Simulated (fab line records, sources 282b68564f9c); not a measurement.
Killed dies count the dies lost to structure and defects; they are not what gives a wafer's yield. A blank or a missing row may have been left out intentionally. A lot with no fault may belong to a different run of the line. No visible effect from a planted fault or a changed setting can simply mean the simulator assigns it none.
A struck lot beside a sound one || flow rit_cmos || 14 steps out of a route of 202
Sound: the wafers L935.3, L935.4, L935.5. Wafers struck: L944.2, L944.3, L944.4. Last of all comes the cause.
Order at every step that has rows: each side's tool, ch and its chambers, its first start. Under that, the readings that differ: sound wafers || struck wafers || difference of the means || sigmas: that difference in standard deviations of wafers without a fault.
alike: readings whose means differ by less than 2 such deviations, and words and numbers that are the same on both sides. not compared: withheld readings, readings that some wafer has no value for, bounds like >300 that may hide the same value, and numbers for which the record gives no deviation and whose values overlap.
Wherever a step has rows on one side only, a row that says differs or no value, or a row with sigmas, the two part there. When numbers do not overlap yet have no deviation, they are printed without sigmas and do not part them. Lack of a reading on every wafer of one side parts them only where that side has two or more wafers.

first, 4 steps without rows for these wafers: RIT_NWELL_SOFTBAKE_02 (time 60 s); RIT_NWELL_EXPOSE_03 (exposes mask M2, target cd 43900 nm); RIT_NWELL_PEB_04; RIT_NWELL_DEVELOP_05 (develop time 68 s).
RIT_NWELL_OVL_MEAS_06:
  sound on overlay-02 at day 2 18:21; struck on overlay-02 at day 4 18:38
  alike: NWELL_OVL
then, 2 steps without rows for these wafers: RIT_NWELL_HARDBAKE_07 (time 120 s); RIT_NWELL_IMPLANT_08.
RIT_NWELL_STRIP_09: strips in O2, time 180 s.
  sound on plasma_asher-01 ch 0,1, day 2 18:50; struck on plasma_asher-02 ch 0,1, day 4 19:04
  alike: drypump_motor_current_A
  not compared: rf_hours_counter_h
RIT_NWELL_TW_MEAS_10:
  sound on film_metro-01 at day 2 18:58; struck on film_metro-04 at day 4 19:14
  alike: NWELL_TW
then, 3 steps without rows for these wafers: RIT_PWELL_HMDS_00 (prime time 60 s); RIT_PWELL_COAT_01 (resist thk 1300 nm); RIT_PWELL_SOFTBAKE_02 (time 60 s).
RIT_PWELL_EXPOSE_03: exposes mask M3, target cd 43700 nm.
  struck on iline_stepper-02, day 4 19:46; sound on iline_stepper-02 ch 0, day 2 19:37
  no value came back on the struck wafers for exposure_dose_mJ_cm2, focus_offset_nm (nm); on the sound wafers exposure_dose_mJ_cm2 reads 249.36 249.37 249.60
  alike: mask
then, 1 step without rows for these wafers: RIT_PWELL_PEB_04.

WHERE THEY PART
Only at RIT_PWELL_EXPOSE_03, as far as this record shows.

WHY: whatever the simulator had introduced
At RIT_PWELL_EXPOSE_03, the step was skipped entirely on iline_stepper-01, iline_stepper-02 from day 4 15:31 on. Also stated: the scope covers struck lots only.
